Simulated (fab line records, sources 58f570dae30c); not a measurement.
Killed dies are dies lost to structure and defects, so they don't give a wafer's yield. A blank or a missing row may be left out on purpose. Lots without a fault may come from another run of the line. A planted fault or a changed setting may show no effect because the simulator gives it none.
fab line records | flow berkeley_cmos170
record lots=5 wafers=23
route steps=331 shown NSD@195 BACKSIDE@199 SDANNEAL@205 NLDD@209 SILICIDE@211 CONTACT@217 V1@261
start_h: hours from the record's first day to the start of the lot's first wafer shown | wait_h: hours since the lot's step before | " the same as in the row above | L1.1+2: a row that stands for several wafers | - no value, or no start given | * or withheld: withheld | < > ~ a bound
route shown NAME@n: a module of which the file shows steps, and the number in the route of the first | usual: mean/standard deviation of fault-free wafers | same: alike in all rows | chamber/n: place in a boat | sites: the reading at each site | _std_site: their standard deviation | _edge_site: outer sites' mean less inner sites' | radius_mm: how far each site lies from the wafer's centre | mask NAME#n: copy n | behind: the tool/chamber that last shaped the wafer | hold: why the lot was held/for how many hours/how that ended | device: the transistor (n, p or np) that didn't switch | end of line: the same wafers' tests at the end of the route | a step without rows: its recipe alone | killed: dies lost to structure and defects at the first sort, not the wafer's yield | map: a wafer's dies, x killed, . not, _ none there
set.NAME: the setting as run; set.NAME@STEP: as run at that earlier step | model.NAME: the simulator's own value behind a step, which no gauge read
lots whose settings were changed on purpose; a table a step, a row a wafer
## steps
# step UCB170_NSD_IMPLANT_08
# recipe species=P dose_cm2=3e+15 energy_kev=40 tilt_deg=7
# columns lot.wafer tool chamber start_h wait_h set.energy_kev model.implant.rp_nm model.implant.drp_nm
L074.2+3+4 implanter-04 0 176.88 0.0 40 48.33 21.16
L077.1+2+3 implanter-01 0 183.92 0.0 40 47.84 21.16
L077.5+6 " 0 " " 42.19 50.42 22.13
L079.1+5 implanter-03 0 199.26 0.0 40 47.39 21.16
L079.2+3+4 " 0 " " 42.35 50.14 22.2
L083.1+6 implanter-01 0 204.54 0.0 40 49.8 21.16
L083.2+4+5 " 0 " " 38.19 47.59 20.34
L085.1+3+4 implanter-03 0 225.21 0.0 42.01 50.92 22.05
L085.2+5 " 0 " " 40 48.52 21.16
# step UCB170_NSD_STRIP_09
# recipe chemistry=O2 power_w=400 pressure_mtorr=3500 platen_temp_c=withheld o2_flow_sccm=400 overash_fraction=0.5
# usual strip_time_to_endpoint_s=35.79/0.074
# columns lot.wafer tool chamber start_h wait_h set.resist_thk_nm@NSD_COAT_01 set.energy_kev@NSD_IMPLANT_08 strip_time_to_endpoint_s
L074.2 plasma_asher-03 1 177.01 0.1 900 40 35.86
L074.3 " 1 " " 900 40 35.77
L074.4 " 0 " " 900 40 35.74
L077.1 plasma_asher-04 1 184.07 0.1 900 40 35.66
L077.2 " 0 " " 868.2 40 34.95
L077.3 " 1 " " 868.2 40 34.96
L077.5 " 0 " " 868.2 42.19 35.71
L077.6 " 1 " " 900 42.19 36.46
L079.1 plasma_asher-03 1 199.41 0.1 900 40 35.77
L079.2 " 0 " " 900 42.35 36.65
L079.3 " 1 " " 900 42.35 36.61
L079.4 " 0 " " 900 42.35 36.65
L079.5 " 0 " " 900 40 35.76
L083.1 plasma_asher-04 1 204.69 0.1 932.4 40 36.71
L083.2 " 0 " " 900 38.19 35.20
L083.4 " 1 " " 900 38.19 35.20
L083.5 " 1 " " 932.4 38.19 35.99
L083.6 " 0 " " 932.4 40 36.68
L085.1 plasma_asher-03 0 225.36 0.1 900 42.01 36.46
L085.2 " 1 " " 900 40 35.75
L085.3 " 0 " " 945.7 42.01 37.58
L085.4 " 1 " " 945.7 42.01 37.55
L085.5 " 0 " " 945.7 40 36.87
# step UCB170_NSD_TW_MEAS_10
# usual NSD_TW=4195/25
# columns lot.wafer tool chamber start_h wait_h set.energy_kev@NSD_IMPLANT_08 NSD_TW
L074.2 film_metro-03 - 177.12 0.1 40 4242
L074.3 " - " " 40 4232
L074.4 " - " " 40 4208
L077.1 film_metro-04 - 184.17 0.1 40 4167
L077.2 " - " " 40 4162
L077.3 " - " " 40 4149
L077.5 " - " " 42.19 4239
L077.6 " - " " 42.19 4232
L079.1 film_metro-04 - 199.51 0.1 40 4177
L079.2 " - " " 42.35 4245
L079.3 " - " " 42.35 4250
L079.4 " - " " 42.35 4242
L079.5 " - " " 40 4196
L083.1 film_metro-01 - 204.79 0.1 40 4219
L083.2 " - " " 38.19 4146
L083.4 " - " " 38.19 4139
L083.5 " - " " 38.19 4147
L083.6 " - " " 40 4197
L085.1 film_metro-03 - 225.46 0.1 42.01 4263
L085.2 " - " " 40 4222
L085.3 " - " " 42.01 4248
L085.4 " - " " 42.01 4273
L085.5 " - " " 40 4210
# step UCB170_NSD_CLEAN_11
# recipe chemistry=SPM temp_c=120 time_s=600
# step UCB170_BACKSIDE_HMDS_00
# recipe prime_time_s=60 prime_temp_c=100
# step UCB170_SDANNEAL_RTA_01
# recipe temp_c=1050 time_s=5 ambient=N2
# step UCB170_SDANNEAL_RS_MEAS_03
# recipe thk_meas_gauge=four-point-probe
# usual NSD_RS=37.30/0.068
# columns lot.wafer tool chamber start_h wait_h set.energy_kev@NSD_IMPLANT_08 NSD_RS[ohm/sq]
L074.2 film_metro-01 - 178.60 0.1 40 37.31
L074.3 " - " " 40 37.23
L074.4 " - " " 40 37.30
L077.1 film_metro-03 - 185.39 0.1 40 37.34
L077.2 " - " " 40 37.23
L077.3 " - " " 40 37.32
L077.5 " - " " 42.19 36.67
L077.6 " - " " 42.19 36.60
L079.1 film_metro-01 - 203.23 0.1 40 37.35
L079.2 " - " " 42.35 36.61
L079.3 " - " " 42.35 36.61
L079.4 " - " " 42.35 36.63
L079.5 " - " " 40 37.35
L083.1 film_metro-01 - 205.99 0.1 40 37.24
L083.2 " - " " 38.19 37.84
L083.4 " - " " 38.19 37.87
L083.5 " - " " 38.19 37.74
L083.6 " - " " 40 37.14
L085.1 film_metro-01 - 227.48 0.1 42.01 36.75
L085.2 " - " " 40 37.30
L085.3 " - " " 42.01 36.71
L085.4 " - " " 42.01 36.77
L085.5 " - " " 40 37.24
# step UCB170_SDANNEAL_RS_MEAS_05
# recipe thk_meas_gauge=four-point-probe
# usual NLDD_RS=618.0/1.4
# columns lot.wafer tool chamber start_h wait_h set.dose_cm2@NLDD_IMPLANT_09 NLDD_RS[ohm/sq]
L074.2 film_metro-01 - 178.84 0.1 5e+13 618.4
L074.3 " - " " 5e+13 617.0
L074.4 " - " " 5e+13 618.8
L077.1 film_metro-03 - 185.63 0.1 4.639e+13 633.1
L077.2 " - " " 5e+13 618.7
L077.3 " - " " 5e+13 617.2
L077.5 " - " " 4.639e+13 634.3
L077.6 " - " " 5e+13 617.9
L079.1 film_metro-01 - 203.47 0.1 5e+13 619.4
L079.2 " - " " 5e+13 619.9
L079.3 " - " " 5e+13 618.1
L079.4 " - " " 5e+13 620.1
L079.5 " - " " 5e+13 618.6
L083.1 film_metro-01 - 206.23 0.1 4.825e+13 626.7
L083.2 " - " " 5e+13 617.0
L083.4 " - " " 5e+13 617.5
L083.5 " - " " 4.825e+13 624.3
L083.6 " - " " 5e+13 617.1
L085.1 film_metro-01 - 227.72 0.1 5e+13 615.4
L085.2 " - " " 5.268e+13 605.7
L085.3 " - " " 5e+13 616.5
L085.4 " - " " 5.268e+13 605.2
L085.5 " - " " 5e+13 616.7
# step UCB170_SILICIDE_SPUTTER_01
# recipe material=Ti target_thk_nm=30 time_s=25 power_w=1500 chamber_pressure_pa=0.5
# columns lot.wafer tool chamber start_h wait_h set.time_s model.Ti_of_SILICIDE_SPUTTER_01.thk_nm
L074.2 pvd_sputter-03 - 179.01 0.0 25 30.09
L074.3 " - " " 25 30.27
L074.4 " - " " 25 29.78
L077.1 pvd_sputter-01 - 185.81 0.0 28.62 34.39
L077.2 " - " " 28.62 34.42
L077.3 " - " " 25 29.81
L077.5 " - " " 25 29.95
L077.6 " - " " 28.62 34.47
L079.1 pvd_sputter-02 - 203.65 0.0 25 29.66
L079.2 " - " " 25 29.83
L079.3 " - " " 26.46 31.25
L079.4 " - " " 26.46 31.65
L079.5 " - " " 26.46 31.37
L083.1 pvd_sputter-01 - 206.42 0.0 25 29.76
L083.2 " - " " 25 30.13
L083.4 " - " " 25 30.07
L083.5 " - " " 25 29.71
L083.6 " - " " 25 29.99
L085.1 pvd_sputter-01 - 227.91 0.0 25 30.16
L085.2 " - " " 25 30.2
L085.3 " - " " 25 30.15
L085.4 " - " " 26.78 32.28
L085.5 " - " " 26.78 32.16
# step UCB170_SILICIDE_RS_MEAS_02
# recipe thk_meas_gauge=four-point-probe reads=Ti_of_SILICIDE_SPUTTER_01
# usual SILICIDE_TI_RS=26.29/0.24
# columns lot.wafer tool chamber start_h wait_h set.time_s@SILICIDE_SPUTTER_01 SILICIDE_TI_RS[ohm/sq]
L074.2 film_metro-02 - 179.06 0.0 25 26.10
L074.3 " - " " 25 25.87
L074.4 " - " " 25 26.39
L077.1 film_metro-04 - 185.84 0.0 28.62 22.31
L077.2 " - " " 28.62 22.22
L077.3 " - " " 25 26.31
L077.5 " - " " 25 26.15
L077.6 " - " " 28.62 22.24
L079.1 film_metro-02 - 203.68 0.0 25 26.58
L079.2 " - " " 25 26.36
L079.3 " - " " 26.46 24.97
L079.4 " - " " 26.46 24.54
L079.5 " - " " 26.46 24.80
L083.1 film_metro-03 - 206.45 0.0 25 26.30
L083.2 " - " " 25 26.02
L083.4 " - " " 25 26.01
L083.5 " - " " 25 26.42
L083.6 " - " " 25 26.12
L085.1 film_metro-02 - 227.94 0.0 25 25.99
L085.2 " - " " 25 26.02
L085.3 " - " " 25 26.05
L085.4 " - " " 26.78 24.02
L085.5 " - " " 26.78 24.12
# step UCB170_SILICIDE_THK_MEAS_03
# recipe thk_meas_gauge=xrf reads=Ti_of_SILICIDE_SPUTTER_01
# usual SILICIDE_TI_THK=29.90/0.23
# columns lot.wafer tool chamber start_h wait_h set.time_s@SILICIDE_SPUTTER_01 SILICIDE_TI_THK[nm]
L074.2 film_metro-02 - 179.17 0.1 25 30.32
L074.3 " - " " 25 30.34
L074.4 " - " " 25 29.90
L077.1 film_metro-04 - 185.96 0.1 28.62 34.39
L077.2 " - " " 28.62 34.33
L077.3 " - " " 25 29.91
L077.5 " - " " 25 29.83
L077.6 " - " " 28.62 34.13
L079.1 film_metro-02 - 203.80 0.1 25 29.79
L079.2 " - " " 25 30.00
L079.3 " - " " 26.46 31.30
L079.4 " - " " 26.46 31.70
L079.5 " - " " 26.46 31.47
L083.1 film_metro-03 - 206.57 0.1 25 29.77
L083.2 " - " " 25 30.08
L083.4 " - " " 25 30.05
L083.5 " - " " 25 29.67
L083.6 " - " " 25 29.98
L085.1 film_metro-02 - 228.06 0.1 25 30.33
L085.2 " - " " 25 30.20
L085.3 " - " " 25 30.18
L085.4 " - " " 26.78 32.51
L085.5 " - " " 26.78 32.26
# step UCB170_CONTACT_CVD_01
# recipe material=PSG target_thk_nm=700 temp_c=450 precursor=SiH4/O2/PH3 time_s=2820 pressure_mtorr=300 sih4_flow_sccm=60 o2_flow_sccm=90 ph3_flow_sccm=25
# columns lot.wafer tool chamber start_h wait_h set.pressure_mtorr model.PSG_of_CONTACT_CVD_01.thk_nm
L074.2 lpcvd-01 1 179.51 0.0 300 701.1
L074.3 " 1 " " 300 701.6
L074.4 " 1 " " 300 698.2
L077.1 - - - 0.3 260 648.7
L077.2 " - " " 260 647.5
L077.3 " - " " 260 645.9
L077.5 " - " " 260 651.4
L077.6 " - " " 260 646.6
L079.1 - - - 2.0 283.2 684.6
L079.2 " - " " 283.2 683
L079.3 " - " " 283.2 685.5
L079.4 " - " " 283.2 685.2
L079.5 " - " " 283.2 683.7
L083.1 - - - 1.1 270.3 659.9
L083.2 " - " " 270.3 662.9
L083.4 " - " " 270.3 658
L083.5 " - " " 270.3 662.5
L083.6 " - " " 270.3 655
L085.1 - - - 0.3 300 698
L085.2 " - " " 300 695.1
L085.3 " - " " 300 696.8
L085.4 " - " " 300 694.4
L085.5 " - " " 300 699.5
# step UCB170_CONTACT_THK_MEAS_02
# recipe reads=PSG_of_CONTACT_CVD_01
# usual CONTACT_PSG_THK=698/5.1
# columns lot.wafer tool chamber start_h wait_h set.pressure_mtorr@CONTACT_CVD_01 CONTACT_PSG_THK[nm]
L074.2 film_metro-01 - 181.30 0.0 300 701
L074.3 " - " " 300 701
L074.4 " - " " 300 698
L077.1 film_metro-01 - - - 260 649
L077.2 " - " " 260 647
L077.3 " - " " 260 646
L077.5 " - " " 260 651
L077.6 " - " " 260 647
L079.1 film_metro-04 - - - 283.2 685
L079.2 " - " " 283.2 683
L079.3 " - " " 283.2 686
L079.4 " - " " 283.2 685
L079.5 " - " " 283.2 684
L083.1 film_metro-02 - - - 270.3 660
L083.2 " - " " 270.3 663
L083.4 " - " " 270.3 658
L083.5 " - " " 270.3 663
L083.6 " - " " 270.3 655
L085.1 film_metro-01 - - - 300 698
L085.2 " - " " 300 695
L085.3 " - " " 300 697
L085.4 " - " " 300 694
L085.5 " - " " 300 699
# step UCB170_CONTACT_SOFTBAKE_11
# recipe resist=KrF temp_c=130 time_s=60
# columns lot.wafer tool chamber start_h wait_h set.time_s
L074.2+3+4 litho_track-04 0 - - 60
L077.1+2+3+5+6 litho_track-02 0 - - 60
L079.1+4 litho_track-04 0 - - 60
L079.2+3+5 " 0 " " 54.38
L083.1+2 litho_track-04 0 - - 67.07
L083.4+5+6 " 0 " " 60
L085.1+3+5 litho_track-02 0 - - 60
L085.2+4 " 0 " " 65.89
# step UCB170_CONTACT_EXPOSE_12
# recipe mask_id=CONT target_cd_nm=700 na=0.5 sigma_outer=0.6 source_shape=conventional dose_mj=35
# step UCB170_CONTACT_PEB_13
# recipe peb_temp_c=130 peb_time_s=withheld resist=KrF
# step UCB170_CONTACT_ETCH_17
# recipe chemistry=N2/H2 target_depth_a=withheld overetch_a=withheld target=BARC time_s=withheld source_w=500 bias_w=100 pressure_mtorr=30 n2_flow_sccm=100 h2_flow_sccm=200
# step UCB170_CONTACT_ETCH_18
# recipe chemistry=CHF3/CF4/Ar target=PSG stop_on=TiSi2 CHF3_flow_sccm=45 cf4_flow_sccm=15 Ar_flow_sccm=150 pressure_mtorr=200 rf_w=700 target_depth_a=8400 over_etch_frac=0.2 time_s=195
# columns lot.wafer tool chamber start_h wait_h set.pressure_mtorr@CONTACT_CVD_01 model.CONTACT.feature_depth_nm model.etch.depth_nm
L074.2 rie_diel-02 0 - - 300 701.1 701.1
L074.3 " 2 " " 300 701.6 701.6
L074.4 " 3 " " 300 698.2 698.2
L077.1 rie_diel-02 1 - - 260 648.7 648.7
L077.2 " 0 " " 260 647.5 647.5
L077.3 " 3 " " 260 645.9 645.9
L077.5 " 1 " " 260 651.4 651.4
L077.6 " 2 " " 260 646.6 646.6
L079.1 rie_diel-03 3 - - 283.2 684.6 684.6
L079.2 " 0 " " 283.2 683 683
L079.3 " 2 " " 283.2 685.5 685.5
L079.4 " 0 " " 283.2 685.2 685.2
L079.5 " 2 " " 283.2 683.7 683.7
L083.1 rie_diel-02 1 - - 270.3 659.9 659.9
L083.2 " 0 " " 270.3 662.9 662.9
L083.4 " 2 " " 270.3 658 658
L083.5 " 2 " " 270.3 662.5 662.5
L083.6 " 1 " " 270.3 655 655
L085.1 rie_diel-02 0 - - 300 698 698
L085.2 " 3 " " 300 695.1 695.1
L085.3 " 1 " " 300 696.8 696.8
L085.4 " 2 " " 300 694.4 694.4
L085.5 " 2 " " 300 699.5 699.5
# step UCB170_V1_COAT_07
# recipe resist=KrF spin_rpm=1500 resist_thk_nm=900
# columns lot.wafer tool chamber start_h wait_h set.spin_rpm model.KrF_of_V1_COAT_07.thk_nm
L074.2 litho_track-01 0 188.42 0.1 1500 899.1
L074.3 " 0 " " 1500 900.2
L074.4 " 0 " " 1500 900
L077.1 litho_track-01 0 198.10 0.1 1562 878.5
L077.2 " 0 " " 1500 897.7
L077.3 " 0 " " 1500 898.4
L077.5 " 0 " " 1500 897.3
L077.6 " 0 " " 1562 877.9
L079.1 litho_track-01 0 216.87 0.1 1500 894.7
L079.2 " 0 " " 1500 894.6
L079.3 " 0 " " 1552 878.1
L079.4 " 0 " " 1500 894.5
L079.5 " 0 " " 1552 878.7
L083.1 litho_track-03 0 223.76 0.1 1500 899.2
L083.2 " 0 " " 1390 933.7
L083.4 " 0 " " 1500 897.8
L083.5 " 0 " " 1390 933.3
L083.6 " 0 " " 1390 931.9
L085.1 litho_track-02 0 239.18 0.1 1500 895.5
L085.2 " 0 " " 1500 899.8
L085.3 " 0 " " 1500 894.2
L085.4 " 0 " " 1500 897
L085.5 " 0 " " 1500 894
## key
split step=UCB170_NSD_IMPLANT_08 setting=energy_kev stated=40 by=wafer
response step=UCB170_NSD_IMPLANT_08 reading=model.implant.rp_nm change=+0.475 per=1% r=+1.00
response step=UCB170_NSD_IMPLANT_08 reading=model.implant.drp_nm change=+0.179 per=1% r=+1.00
response step=UCB170_NSD_TW_MEAS_10 reading=NSD_TW change=+11.6 per=1% r=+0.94
response step=UCB170_SDANNEAL_RS_MEAS_03 reading=NSD_RS change=-0.121 per=1% r=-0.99
response step=UCB170_NSD_STRIP_09 reading=strip_time_to_endpoint_s slope=* per=1% together_with=resist_thk_nm@NSD_COAT_01 explained=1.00
split step=UCB170_SILICIDE_SPUTTER_01 setting=time_s stated=25 by=wafer
response step=UCB170_SILICIDE_SPUTTER_01 reading=model.Ti_of_SILICIDE_SPUTTER_01.thk_nm change=+0.306 per=1% r=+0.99
response step=UCB170_SILICIDE_RS_MEAS_02 reading=SILICIDE_TI_RS change=-0.276 per=1% r=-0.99
response step=UCB170_SILICIDE_THK_MEAS_03 reading=SILICIDE_TI_THK change=+0.301 per=1% r=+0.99
split step=UCB170_CONTACT_CVD_01 setting=pressure_mtorr stated=300 by=lot
response step=UCB170_CONTACT_CVD_01 reading=model.PSG_of_CONTACT_CVD_01.thk_nm change=+3.83 per=1% r=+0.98
response step=UCB170_CONTACT_THK_MEAS_02 reading=CONTACT_PSG_THK change=+3.82 per=1% r=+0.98
response step=UCB170_CONTACT_ETCH_18 reading=model.CONTACT.feature_depth_nm change=+3.83 per=1% r=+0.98
response step=UCB170_CONTACT_ETCH_18 reading=model.etch.depth_nm change=+3.83 per=1% r=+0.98
split step=UCB170_CONTACT_SOFTBAKE_11 setting=time_s stated=60 by=wafer
response none clear
split step=UCB170_V1_COAT_07 setting=spin_rpm stated=1500 by=wafer
response step=UCB170_V1_COAT_07 reading=model.KrF_of_V1_COAT_07.thk_nm change=-4.7 per=1% r=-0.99
split outside_this_file step=UCB170_NLDD_IMPLANT_09 setting=dose_cm2
split outside_this_file step=UCB170_NSD_COAT_01 setting=resist_thk_nm
# split outside_this_file: this setting was split too, and the file shows its column; the key of that split is in another file
